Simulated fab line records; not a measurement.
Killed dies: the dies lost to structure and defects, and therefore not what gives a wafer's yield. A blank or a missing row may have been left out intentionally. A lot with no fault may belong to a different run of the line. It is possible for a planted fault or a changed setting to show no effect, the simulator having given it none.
Comparing a struck lot with a sound one / flow ritCmos / 43 steps out of a route of 202
Sound: wafers L306.2, L306.3, L306.4. Struck: wafers L311.4, L311.5 (left out: L311.6, a lot-mate that was not struck); the cause follows at the end.
Per side, at each step with rows, come the tool, then ch with its chambers, and then its first start. Under that, the readings that differ: sound wafers / struck wafers / difference of the means / sigmas: that difference in standard deviations of wafers without a fault.
alike: readings whose means differ by less than 2 such deviations, and words and numbers that are the same on both sides. not compared: withheld readings, readings that some wafer has no value for, bounds like >300 that may hide the same value, and numbers for which the record gives no deviation and whose values overlap.
The two part at a step that has a row with sigmas, a row that says differs or no value, or rows on one side only. Numbers that don't overlap but have no deviation are shown without sigmas and don't part them. A reading that every wafer of one side lacks parts them only if that side has two wafers or more.

first, 1 step without rows for these wafers: RIT_SPACER_CVD_03 (deposits Si3N4 from SiH2Cl2/NH3, target thk 250 nm, time 3300 s).
RIT_SPACER_THK_MEAS_04:
  struck on filmMetro-01, day 4 21:30; sound on filmMetro-01, day 3 18:17
  alike: SPACER_NITRIDE_THK
RIT_SPACER_ETCHBACK_05: etches Si3N4 in SF6/CHF3, stops on SiO2, target depth 250 nm, time 240 s.
  sound on rieDiel-04 ch 0,1,2, day 3 18:20; struck on rieDiel-03 ch 1,3, day 4 21:32
  alike: drypumpMotorCurrentA, oesProductAu, throttleValvePct
  not compared: rfHoursCounterH
then, 6 steps without rows for these wafers: RIT_NSD_HMDS_00 (prime time 60 s); RIT_NSD_COAT_01 (resist thk 1000 nm); RIT_NSD_SOFTBAKE_02 (time 60 s); RIT_NSD_EXPOSE_03 (exposes mask M9, target cd 40700 nm); RIT_NSD_PEB_04; RIT_NSD_DEVELOP_05 (develop time 50 s).
RIT_NSD_OVL_MEAS_06:
  struck on overlay-01, day 4 22:40; sound on overlay-01, day 3 19:28
  alike: NSD_OVL
then, 2 steps without rows for these wafers: RIT_NSD_HARDBAKE_07 (time 60 s); RIT_NSD_IMPLANT_08.
RIT_NSD_STRIP_09: strips in O2, time 180 s.
  sound on plasmaAsher-04 ch 0,1, day 3 19:48; struck on plasmaAsher-04 ch 0, day 4 23:03
  alike: drypumpMotorCurrentA
  not compared: rfHoursCounterH
RIT_NSD_TW_MEAS_10:
  struck on filmMetro-04, day 4 23:11; sound on filmMetro-03, day 3 19:59
reading=NSD_TW; sound=3094 3106 3099; struck=3147 3129; difference=+38; sigmas=+2
then, 6 steps without rows for these wafers: RIT_PSD_HMDS_00 (prime time 60 s); RIT_PSD_COAT_01 (resist thk 1000 nm); RIT_PSD_SOFTBAKE_02 (time 60 s); RIT_PSD_EXPOSE_03 (exposes mask M10, target cd 40900 nm); RIT_PSD_PEB_04; RIT_PSD_DEVELOP_05 (develop time 50 s).
RIT_PSD_OVL_MEAS_06:
  struck on overlay-02, day 5 00:05; sound on overlay-02, day 3 20:53
  alike: PSD_OVL
then, 2 steps without rows for these wafers: RIT_PSD_HARDBAKE_07 (time 60 s); RIT_PSD_IMPLANT_08.
RIT_PSD_STRIP_09: strips in O2, time 180 s.
  sound on plasmaAsher-03 ch 0,1, day 3 21:13; struck on plasmaAsher-04 ch 0, day 5 00:28
reading=drypumpMotorCurrentA (A); sound=5.6 5.5 5.6; struck=6.5 6.5; difference=+0.9; sigmas=+2
  not compared: rfHoursCounterH
RIT_PSD_TW_MEAS_10:
  struck on filmMetro-03, day 5 00:37; sound on filmMetro-02, day 3 21:25
  alike: PSD_TW
then, 3 steps without rows for these wafers: RIT_SDANNEAL_CLEAN_00 (cleans in SC1, time 600 s); RIT_SDANNEAL_CLEAN_01 (cleans in dHF, time 30 s); RIT_SDANNEAL_CLEAN_02 (cleans in SC2, time 600 s).
RIT_SDANNEAL_RTA_03: time 5 s.
  sound on rtpAnneal-01 ch 0, day 3 21:50; struck on rtpAnneal-02 ch 0, day 5 01:04
reading=wafer_temp_C_max; sound=1052.6 1051.5 1054.3; struck=1056.7 1054.2; difference=+2.7; sigmas=+2
RIT_SDANNEAL_RS_MEAS_04: uses a four-point probe to measure.
  struck on filmMetro-02, day 5 01:11; sound on filmMetro-02, day 3 21:54
  alike: PSD_RS
RIT_SDANNEAL_RS_MEAS_05: uses a four-point probe to measure.
  struck on filmMetro-02, day 5 01:19; sound on filmMetro-02, day 3 22:01
  alike: NSD_RS
RIT_SDANNEAL_RS_MEAS_06: uses a four-point probe to measure.
  struck on filmMetro-02, day 5 01:26; sound on filmMetro-02, day 3 22:08
  alike: PLDD_RS
RIT_SDANNEAL_RS_MEAS_07: uses a four-point probe to measure.
  struck on filmMetro-02, day 5 01:33; sound on filmMetro-02, day 3 22:16
  alike: NLDD_RS
then, 1 step without rows for these wafers: RIT_SILICIDE_WET_ETCH_00 (etches SiO2 in BOE, target depth 14 nm, time 15 s).
RIT_SILICIDE_SPUTTER_01: material Ti, target thk 30 nm, time 240 s.
  struck on pvdSputter-01, day 5 01:37; sound on pvdSputter-02, day 3 22:22
  alike: throttleValvePct
RIT_SILICIDE_RS_MEAS_02: uses a four-point probe to measure.
  struck on filmMetro-01, day 5 01:50; sound on filmMetro-01, day 3 22:35
  alike: SILICIDE_TI_RS
RIT_SILICIDE_THK_MEAS_03: measures by xrf.
  struck on filmMetro-01, day 5 01:55; sound on filmMetro-01, day 3 22:41
reading=SILICIDE_TI_THK (nm); sound=31.3 31.2 31.2; struck=30.2 30.5; difference=-0.9; sigmas=-2
then, 2 steps without rows for these wafers: RIT_SILICIDE_RTA_04 (time 10 s, ramp up 5 s, ramp down 5 s); RIT_SILICIDE_WET_ETCH_05 (etches Ti in SPM, time 120 s).
RIT_SILICIDE_RTA_06: time 10 s, ramp up 5 s, ramp down 10 s.
  sound on rtpAnneal-01 ch 0, day 3 22:52; struck on rtpAnneal-02 ch 0, day 5 02:08
  alike: wafer_temp_C_max
then, 1 step without rows for these wafers: RIT_CONTACT_CVD_00 (deposits SiO2 from TEOS, target thk 400 nm, time 61 s).
RIT_CONTACT_THK_MEAS_01:
  struck on filmMetro-01, day 5 02:16; sound on filmMetro-01, day 3 22:59
  alike: CONTACT_TEOS_THK
RIT_M1_PROBE_99:
  struck on prober-01, day 5 08:49; sound on prober-02, day 4 05:31
reading=hold; sound=- - -; struck=awaitDispo/4.8h/release awaitDispo/4.8h/release; difference=no value on the sound wafers; sigmas=
reading=killedAtFrontEnd; sound=7 8 6; struck=17 22; difference=+12; sigmas=+5
reading=killedDies; sound=7 8 6; struck=17 22; difference=+12; sigmas=+5
reading=killedOnRim; sound=2 1 2; struck=9 10; difference=+8; sigmas=+7
  alike: killedAtContacts, killedOpen, killedShort

== WHERE THEY PART ==
Last at RIT_M1_PROBE_99 as far as this record goes, first at RIT_NSD_TW_MEAS_10.

WHY: what the simulator had put in
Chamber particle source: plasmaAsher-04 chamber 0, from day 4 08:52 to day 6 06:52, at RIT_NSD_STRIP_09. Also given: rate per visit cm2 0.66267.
